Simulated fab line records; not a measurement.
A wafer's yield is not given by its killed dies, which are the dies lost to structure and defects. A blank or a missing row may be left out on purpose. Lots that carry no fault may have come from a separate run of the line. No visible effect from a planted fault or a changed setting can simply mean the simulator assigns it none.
Split-lot study || flow berkeley_cmos170 || 23 wafers read from 5 lots, route of 331 steps

== THE SPLIT ITSELF ==
At UCB170_NVT_COAT_01 (resist thk 900 nm), the setting resist_thk_nm was moved away from the recipe's 900 nm on 11 of the 23 wafers read, by -5.4% to +3.0%. For the rest of the wafers, this setting stayed at what the recipe calls for.

The reading comes from the split's own step.

== THE READING ==
KrF_of_NVT_COAT_01.thk_nm (the simulator's own value, which no gauge read), in nm, at UCB170_NVT_COAT_01 (resist thk 900 nm). The file does not state a usual value for it. Here, 12 wafers ran the recipe; their average is 899.8 nm with a standard deviation of 1.8 nm.

{"wafer": "L074.1", "tool, chamber at the split": "litho_track-02, 0", "resist_thk_nm as run, nm": 900, "against the recipe": "recipe", "KrF_of_NVT_COAT_01.thk_nm, nm": 897.6, "against lot-mates on the recipe": "-"}
{"wafer": "L074.2", "tool, chamber at the split": "litho_track-02, 0", "resist_thk_nm as run, nm": 878.4, "against the recipe": "-2.4%", "KrF_of_NVT_COAT_01.thk_nm, nm": 879.8, "against lot-mates on the recipe": -19.8}
{"wafer": "L074.4", "tool, chamber at the split": "litho_track-02, 0", "resist_thk_nm as run, nm": 878.4, "against the recipe": "-2.4%", "KrF_of_NVT_COAT_01.thk_nm, nm": 878.7, "against lot-mates on the recipe": -20.9}
{"wafer": "L074.5", "tool, chamber at the split": "litho_track-02, 0", "resist_thk_nm as run, nm": 900, "against the recipe": "recipe", "KrF_of_NVT_COAT_01.thk_nm, nm": 900.1, "against lot-mates on the recipe": "-"}
{"wafer": "L074.6", "tool, chamber at the split": "litho_track-02, 0", "resist_thk_nm as run, nm": 900, "against the recipe": "recipe", "KrF_of_NVT_COAT_01.thk_nm, nm": 901.1, "against lot-mates on the recipe": "-"}
{"wafer": "L076.1", "tool, chamber at the split": "litho_track-03, 0", "resist_thk_nm as run, nm": 900, "against the recipe": "recipe", "KrF_of_NVT_COAT_01.thk_nm, nm": 902.6, "against lot-mates on the recipe": "-"}
{"wafer": "L076.2", "tool, chamber at the split": "litho_track-03, 0", "resist_thk_nm as run, nm": 900, "against the recipe": "recipe", "KrF_of_NVT_COAT_01.thk_nm, nm": 901.9, "against lot-mates on the recipe": "-"}
{"wafer": "L076.4", "tool, chamber at the split": "litho_track-03, 0", "resist_thk_nm as run, nm": 900, "against the recipe": "recipe", "KrF_of_NVT_COAT_01.thk_nm, nm": 901.3, "against lot-mates on the recipe": "-"}
{"wafer": "L077.1", "tool, chamber at the split": "litho_track-02, 0", "resist_thk_nm as run, nm": 900, "against the recipe": "recipe", "KrF_of_NVT_COAT_01.thk_nm, nm": 896.6, "against lot-mates on the recipe": "-"}
{"wafer": "L077.3", "tool, chamber at the split": "litho_track-02, 0", "resist_thk_nm as run, nm": 916.2, "against the recipe": "+1.8%", "KrF_of_NVT_COAT_01.thk_nm, nm": 914.8, "against lot-mates on the recipe": "+17.5"}
{"wafer": "L077.4", "tool, chamber at the split": "litho_track-02, 0", "resist_thk_nm as run, nm": 916.2, "against the recipe": "+1.8%", "KrF_of_NVT_COAT_01.thk_nm, nm": 913.5, "against lot-mates on the recipe": "+16.2"}
{"wafer": "L077.5", "tool, chamber at the split": "litho_track-02, 0", "resist_thk_nm as run, nm": 900, "against the recipe": "recipe", "KrF_of_NVT_COAT_01.thk_nm, nm": 898, "against lot-mates on the recipe": "-"}
{"wafer": "L077.6", "tool, chamber at the split": "litho_track-02, 0", "resist_thk_nm as run, nm": 916.2, "against the recipe": "+1.8%", "KrF_of_NVT_COAT_01.thk_nm, nm": 914.4, "against lot-mates on the recipe": "+17.1"}
{"wafer": "L078.1", "tool, chamber at the split": "litho_track-04, 0", "resist_thk_nm as run, nm": 926.8, "against the recipe": "+3.0%", "KrF_of_NVT_COAT_01.thk_nm, nm": 923.9, "against lot-mates on the recipe": "+23.4"}
{"wafer": "L078.2", "tool, chamber at the split": "litho_track-04, 0", "resist_thk_nm as run, nm": 900, "against the recipe": "recipe", "KrF_of_NVT_COAT_01.thk_nm, nm": 901.4, "against lot-mates on the recipe": "-"}
{"wafer": "L078.4", "tool, chamber at the split": "litho_track-04, 0", "resist_thk_nm as run, nm": 926.8, "against the recipe": "+3.0%", "KrF_of_NVT_COAT_01.thk_nm, nm": 927.2, "against lot-mates on the recipe": "+26.7"}
{"wafer": "L078.5", "tool, chamber at the split": "litho_track-04, 0", "resist_thk_nm as run, nm": 900, "against the recipe": "recipe", "KrF_of_NVT_COAT_01.thk_nm, nm": 899.7, "against lot-mates on the recipe": "-"}
{"wafer": "L078.6", "tool, chamber at the split": "litho_track-04, 0", "resist_thk_nm as run, nm": 926.8, "against the recipe": "+3.0%", "KrF_of_NVT_COAT_01.thk_nm, nm": 924.9, "against lot-mates on the recipe": "+24.4"}
{"wafer": "L082.1", "tool, chamber at the split": "litho_track-02, 0", "resist_thk_nm as run, nm": 900, "against the recipe": "recipe", "KrF_of_NVT_COAT_01.thk_nm, nm": 898.6, "against lot-mates on the recipe": "-"}
{"wafer": "L082.2", "tool, chamber at the split": "litho_track-02, 0", "resist_thk_nm as run, nm": 851.5, "against the recipe": "-5.4%", "KrF_of_NVT_COAT_01.thk_nm, nm": 848.2, "against lot-mates on the recipe": -50.5}
{"wafer": "L082.4", "tool, chamber at the split": "litho_track-02, 0", "resist_thk_nm as run, nm": 900, "against the recipe": "recipe", "KrF_of_NVT_COAT_01.thk_nm, nm": 898.9, "against lot-mates on the recipe": "-"}
{"wafer": "L082.5", "tool, chamber at the split": "litho_track-02, 0", "resist_thk_nm as run, nm": 851.5, "against the recipe": "-5.4%", "KrF_of_NVT_COAT_01.thk_nm, nm": 849.2, "against lot-mates on the recipe": -49.5}
{"wafer": "L082.6", "tool, chamber at the split": "litho_track-02, 0", "resist_thk_nm as run, nm": 851.5, "against the recipe": "-5.4%", "KrF_of_NVT_COAT_01.thk_nm, nm": 849.5, "against lot-mates on the recipe": -49.2}

FIT RESULTS
A straight line over all 23 wafers: KrF_of_NVT_COAT_01.thk_nm changes by +9.06 nm for each +1% of resist_thk_nm; r = +1.00; the points scatter about the line by 1.8 nm.
The same after taking each lot's own level away (the mean of its wafers on the recipe; 23 wafers): +8.99 nm for each +1%; r = +1.00; scatter 1.4 nm.
According to that fit, moving resist_thk_nm by its largest amount changes the reading by 48 nm.
The lots' own levels span 897.30 to 901.93 nm, that is 2.6 times the standard deviation above.
Consequently the slope shifts little with the lot-to-lot level, the two slopes agreeing.
Check: -48.1 nm against its lot-mates is what the line predicts for one of the wafers moved furthest among these (-5.4%) when that wafer is left out of the fit. It came out at -50.5 nm against them.

== FURTHER SPLITS ON THESE WAFERS ==
Other splits were also applied to these wafers ahead of the reading. Each is held against what the fit with the lots' levels taken away leaves over:
{"other split on the same wafers": "UCB170_ZERO_COAT_01 resist_thk_nm", "wafers away from the commonest value": 5, "r with KrF_of_NVT_COAT_01.thk_nm (lot level and that fit taken away)": -0.48}
{"other split on the same wafers": "UCB170_ZERO_ETCH_06 over_etch_frac", "wafers away from the commonest value": 7, "r with KrF_of_NVT_COAT_01.thk_nm (lot level and that fit taken away)": -0.59}
{"other split on the same wafers": "UCB170_ACTIVE_CVD_05 time_s", "wafers away from the commonest value": 18, "r with KrF_of_NVT_COAT_01.thk_nm (lot level and that fit taken away)": "+0.10"}
{"other split on the same wafers": "UCB170_ACTIVE_COAT_08 resist_thk_nm", "wafers away from the commonest value": 7, "r with KrF_of_NVT_COAT_01.thk_nm (lot level and that fit taken away)": -0.26}
{"other split on the same wafers": "UCB170_FIELD_OXIDATION_01 ox_time_s", "wafers away from the commonest value": 15, "r with KrF_of_NVT_COAT_01.thk_nm (lot level and that fit taken away)": "+0.28"}

== THE WHOLE CHAIN: every reading that the file lists as answering this split, in the file's order ==
{"step": "UCB170_NVT_COAT_01", "what it does": "resist thk 900 nm", "reading": "KrF_of_NVT_COAT_01.thk_nm (the simulator's own value, which no gauge read)", "change (the file's fit)": "+8.98 nm for each +1% of the setting", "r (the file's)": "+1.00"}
{"step": "UCB170_NVT_STRIP_08", "what it does": "strips in O2", "reading": "strip_time_to_endpoint_s", "change (the file's fit)": "withheld for each +1% of the setting", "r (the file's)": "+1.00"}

== FILE'S OWN FIT ==
KrF_of_NVT_COAT_01.thk_nm changes by +8.98 nm for each +1% of resist_thk_nm, r = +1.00.
